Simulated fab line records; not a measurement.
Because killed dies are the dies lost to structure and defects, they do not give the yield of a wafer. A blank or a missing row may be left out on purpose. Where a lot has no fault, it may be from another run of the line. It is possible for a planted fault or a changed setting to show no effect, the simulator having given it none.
Which tool was responsible?	flow berkeley-cmos170	Sampling: 7 lots, 21 wafers, 5 of 331 route steps

== WHAT THE GAUGES READ, wafer by wafer ==
UCB170_M3_CD_MEAS_90 targets a cd of 700 nm.
lot	measured	on	cd-nm (nm)
L417	day 9 07:39	cd-sem-01	695 699 704
L416	day 9 20:48	cd-sem-01	698 702 698
L422	day 10 05:07	cd-sem-01	702 696 697
L427	day 11 11:27	cd-sem-01	695 693 695
L430	day 12 08:30	cd-sem-02	- - -
L433	day 13 06:28	cd-sem-02	702 708 703
L438	day 15 02:42	cd-sem-02	708 705 702

== WHAT TOOL EACH LOT RAN ON (gives the tool, then ch and the chambers of the sampled wafers, and finally the start) ==
lot	UCB170_M2_STRIP_19	UCB170_M3_STRIP_07	UCB170_M3_ETCH_17	UCB170_M3_METAL_ETCH_18
L417	plasma-asher-03 ch 0,1, day 9 02:13	plasma-asher-01 ch 0,1, day 9 05:43	rie-diel-02 ch 1,2, day 9 07:17	rie-metal-01 ch 0,1, day 9 07:23
L416	plasma-asher-03 ch 0,1, day 9 13:22	plasma-asher-02 ch 0,1, day 9 17:44	rie-diel-04 ch 0,3, day 9 20:27	rie-metal-02 ch 0,1, day 9 20:29
L422	plasma-asher-04 ch 0, day 9 22:41	plasma-asher-04 ch 0, day 10 01:58	rie-diel-02 ch 0,1,3, day 10 04:28	rie-metal-02 ch 0,1, day 10 04:31
L427	plasma-asher-02 ch 0,1, day 11 03:49	plasma-asher-01 ch 0,1, day 11 08:33	rie-diel-03 ch 0,1, day 11 11:06	rie-metal-02 ch 0,1, day 11 11:08
L430	plasma-asher-02 ch 1, day 12 03:08	plasma-asher-04 ch 0,1, day 12 06:45	rie-diel-03 ch 0,1,3, day 12 08:09	rie-metal-02 ch 0, day 12 08:11
L433	plasma-asher-02 ch 0,1, day 12 23:21	plasma-asher-02 ch 0,1, day 13 03:35	rie-diel-02 ch 1,2,3, day 13 05:47	rie-metal-01 ch 0,1, day 13 05:50
L438	plasma-asher-02 ch 0,1, day 14 20:37	plasma-asher-02 ch 0,1, day 15 00:29	rie-diel-04 ch 0,1,3, day 15 02:22	rie-metal-01 ch 0,1, day 15 02:25
- UCB170_M2_STRIP_19: strips in O2.
- UCB170_M3_STRIP_07: strips in O2.
- UCB170_M3_ETCH_17: etches BARC in N2/H2.
- UCB170_M3_METAL_ETCH_18: etches Al in Cl2/BCl3, stops on SiO2, target depth 1170 nm, time 195 s.

== THE ANSWER, worked out from the rows above alone ==
Rule: what is usual is taken from the lots themselves. The widest of any qualifying gaps counts: lots, ordered by their means at a reading, are off when they make up no more than a third of the lots, leave a main group of 4 or more, and stand apart from it by 3 or more times the standard deviation of that group's means. Not used: any main group whose means are identical at the precision the tables above print for the reading. Also off: a lot with no number at a reading for which 4 or more lots have one. All remaining lots with rows at the step are treated as sound.
Off: L430, at UCB170_M3_CD_MEAS_90 (cd-nm). Without a number there: L430. For the main group the mean is 700 nm and the standard deviation 3.6.
If a tool, at a process step before that reading, ran all the lots that are off and no sound lot after the first of them, it fits. Gauges at UCB170_M3_CD_MEAS_90: tried the same way as those tools. Can't be told from this: 3 tools fit, plasma-asher-04 at UCB170_M3_STRIP_07, rie-diel-03 at UCB170_M3_ETCH_17, rie-metal-02 at UCB170_M3_METAL_ETCH_18.

== WHAT THE SIMULATOR HAD INSERTED ==
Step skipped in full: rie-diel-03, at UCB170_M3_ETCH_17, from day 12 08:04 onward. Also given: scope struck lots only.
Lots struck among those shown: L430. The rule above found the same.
